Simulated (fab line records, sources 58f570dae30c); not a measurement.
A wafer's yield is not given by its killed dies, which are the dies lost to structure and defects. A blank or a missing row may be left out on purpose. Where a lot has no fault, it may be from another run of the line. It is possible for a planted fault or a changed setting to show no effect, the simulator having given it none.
Struck lot and sound lot, side by side | flow berkeley_cmos170 | 14 steps out of a route of 331
Sound: the wafers L174.3, L174.4, L174.6. The struck wafers were L183.1, L183.4, L183.5. At the end, the cause is stated.
At each step with rows: each side's tool, then ch and its chambers, then its first start. Under that, the readings that differ: sound wafers | struck wafers | difference of the means | sigmas: that difference in standard deviations of wafers without a fault.
alike: same words and numbers on both sides, and readings whose means sit less than 2 such deviations apart. not compared: any withheld reading, any reading some wafer has no value for, any bound like >300 that may hide the same value, and any number with overlapping values for which the record gives no deviation.
The two part at a step that has a row with sigmas, a row that says differs or no value, or rows on one side only. Non-overlapping numbers with no deviation appear without sigmas and do not part them. A reading missing from all wafers of one side parts the sides only when that side holds two or more wafers.

first, 1 step without rows for these wafers: UCB170_PSD_DEVELOP_05 (develop time 45 s).
UCB170_PSD_CD_MEAS_06 targets a cd of 1200 nm.
  struck on cd_sem-02, day 11 04:28; sound on cd_sem-02, day 8 23:58
  alike: cd_nm
UCB170_PSD_OVL_MEAS_07:
  struck on overlay-01, day 11 04:35; sound on overlay-02, day 9 00:04
  alike: PSD_OVL
then, 1 step without rows for these wafers: UCB170_PSD_IMPLANT_08.
UCB170_PSD_STRIP_09: strips in O2.
  sound on plasma_asher-04 ch 0,1, day 9 00:16; struck on plasma_asher-02 ch 0,1, day 11 04:47
  reading                      | sound             | struck            | difference | sigmas
  strip_time_to_endpoint_s (s) | 29.28 29.29 29.27 | 29.43 29.49 29.50 | +0.19      | +3
  alike: drypump_motor_current_A, oes_product_au
  not compared: rf_hours_counter_h
UCB170_PSD_TW_MEAS_10:
  struck on film_metro-01, day 11 04:53; sound on film_metro-01, day 9 00:22
  alike: PSD_TW
then, 6 steps without rows for these wafers: UCB170_PSD_CLEAN_11 (cleans in SPM, time 600 s); UCB170_NSD_HMDS_00 (prime time 60 s); UCB170_NSD_COAT_01 (resist thk 900 nm); UCB170_NSD_SOFTBAKE_02 (time 60 s); UCB170_NSD_EXPOSE_03 (exposes mask NSELECT MOD, target cd 1200 nm); UCB170_NSD_PEB_04.
UCB170_NSD_DEVELOP_05: develop time 45 s.
  struck on litho_track-02, day 11 08:00; sound on litho_track-01 ch 0, day 9 02:00
  no value came back on the struck wafers for chill_plate_temp_C (C), develop_time_s (s); on the sound wafers chill_plate_temp_C (C) reads 22.98 23.04 23.12
  reading                              | sound             | struck            | difference | sigmas
  model.KrF_of_NSD_COAT_01.thk_nm (nm) | 887.3 885.8 886.9 | 896.4 896.6 897.9 | +10.3      |
UCB170_NSD_CD_MEAS_06 targets a cd of 1200 nm.
  struck on cd_sem-02, day 11 08:46; sound on cd_sem-02, day 9 03:02
  reading    | sound                | struck | difference                    | sigmas
  cd_nm (nm) | 1200.9 1202.3 1199.9 | - - -  | no value on the struck wafers |

## WHERE THEY PART
Earliest at UCB170_PSD_STRIP_09; latest, in this record, at UCB170_NSD_CD_MEAS_06.

WHY: what the simulator had put in
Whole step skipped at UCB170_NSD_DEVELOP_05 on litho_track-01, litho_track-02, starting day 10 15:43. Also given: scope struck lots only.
